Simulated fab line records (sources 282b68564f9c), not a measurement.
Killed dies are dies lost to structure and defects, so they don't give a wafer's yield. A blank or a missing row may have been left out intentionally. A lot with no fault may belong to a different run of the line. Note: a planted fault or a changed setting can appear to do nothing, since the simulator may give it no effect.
Tool commonality check -- flow rit cmos -- Lots sampled 13, wafers sampled 39

WHY IT WAS OPENED
Of 13 lots, 3 have the reading PWELL_OVL flagged at RIT_PWELL_OVL_MEAS_06. No-fault wafers: 0.5 nm, standard deviation 1.5.
Rule: a lot is flagged in two cases, either no wafer of it has a number, or all its wafers with numbers fall more than 4 standard deviations from that mean. The other lots count as sound.

lot,measured,on,"PWELL_OVL (nm), wafer by wafer",flag
L382,day 1 22:21,overlay-02,1.2 1.7 1.8,
L383,day 2 02:54,overlay-01,1.7 4.0 3.1,
L384,day 2 08:05,overlay-02,-0.2 -1.4 1.1,
L385,day 2 13:16,overlay-01,1.8 2.7 2.7,
L386,day 2 19:37,overlay-01,1.6 0.5 -0.1,
L387,day 2 23:16,overlay-01,3.3 2.5 1.2,
L391,day 3 20:06,overlay-02,238.1 237.4 238.6,FLAGGED
L392,day 3 23:49,overlay-01,240.0 240.5 239.8,FLAGGED
L393,day 4 04:45,overlay-01,241.8 240.4 239.9,FLAGGED
L397,day 5 01:16,overlay-02,2.4 0.6 -1.5,
L401,day 5 21:25,overlay-01,-1.5 -0.3 1.0,
L402,day 6 01:56,overlay-01,0.7 0.2 0.3,
L405,day 6 17:19,overlay-02,2.8 0.4 -0.9,
Flagged lots average 239.6 nm: +239.1 nm relative to the usual, that is +99 or more standard deviations.

LOT BY LOT: THE TOOL USED
The record holds 1 process step before the reading, out of a route of 202 steps. Read each cell as the tool, then ch plus the chambers that the sampled wafers visited, then the start.
lot,flag,RIT_PWELL_EXPOSE_03
L382,,"iline stepper-01 ch 0, day 1 21:56"
L383,,"iline stepper-01 ch 0, day 2 02:26"
L384,,"iline stepper-01 ch 0, day 2 07:32"
L385,,"iline stepper-01 ch 0, day 2 12:50"
L386,,"iline stepper-02 ch 0, day 2 19:13"
L387,,"iline stepper-01 ch 0, day 2 22:50"
L391,FLAGGED,"iline stepper-02 ch 0, day 3 19:43"
L392,FLAGGED,"iline stepper-02 ch 0, day 3 23:23"
L393,FLAGGED,"iline stepper-02 ch 0, day 4 04:20"
L397,,"iline stepper-01 ch 0, day 5 00:50"
L401,,"iline stepper-01 ch 0, day 5 20:58"
L402,,"iline stepper-01 ch 0, day 6 01:31"
L405,,"iline stepper-01 ch 0, day 6 16:54"
What the steps here do:
- RIT_PWELL_EXPOSE_03: exposes mask M3, target cd 43700 nm.
- RIT_PWELL_OVL_MEAS_06

FLAGGED OVER TOTAL, TOOL BY TOOL (the gauges that took the reading come last)
step,tool,lots run,flagged,share of the flagged lots,sound lots run after its first flagged lot
RIT_PWELL_EXPOSE_03,iline stepper-01,9,0,none,-
RIT_PWELL_EXPOSE_03,iline stepper-02,4,3,all,0
RIT_PWELL_OVL_MEAS_06,overlay-01,8,2,some,"2 (L401,L402)"
RIT_PWELL_OVL_MEAS_06,overlay-02,5,1,some,"2 (L397,L405)"

THE TABLE: WHAT IT ALLOWS
In the table, 1 row covers all flagged lots: iline stepper-02 at RIT_PWELL_EXPOSE_03.
- iline stepper-02 at RIT_PWELL_EXPOSE_03: 3 of its 4 lots flagged. Last sound lot L386 at day 2 19:13, first flagged lot L391 at day 3 19:43; a fault beginning in between fits.
iline stepper-02 at RIT_PWELL_EXPOSE_03 is the single tool remaining.

WHAT WAS PUT IN BY THE SIMULATOR
Scanner matching overlay: iline stepper-02, from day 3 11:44 on, at RIT_PWELL_EXPOSE_03. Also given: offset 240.
Shown lots that were struck: L391, L392, L393. The same result came from the rule above.
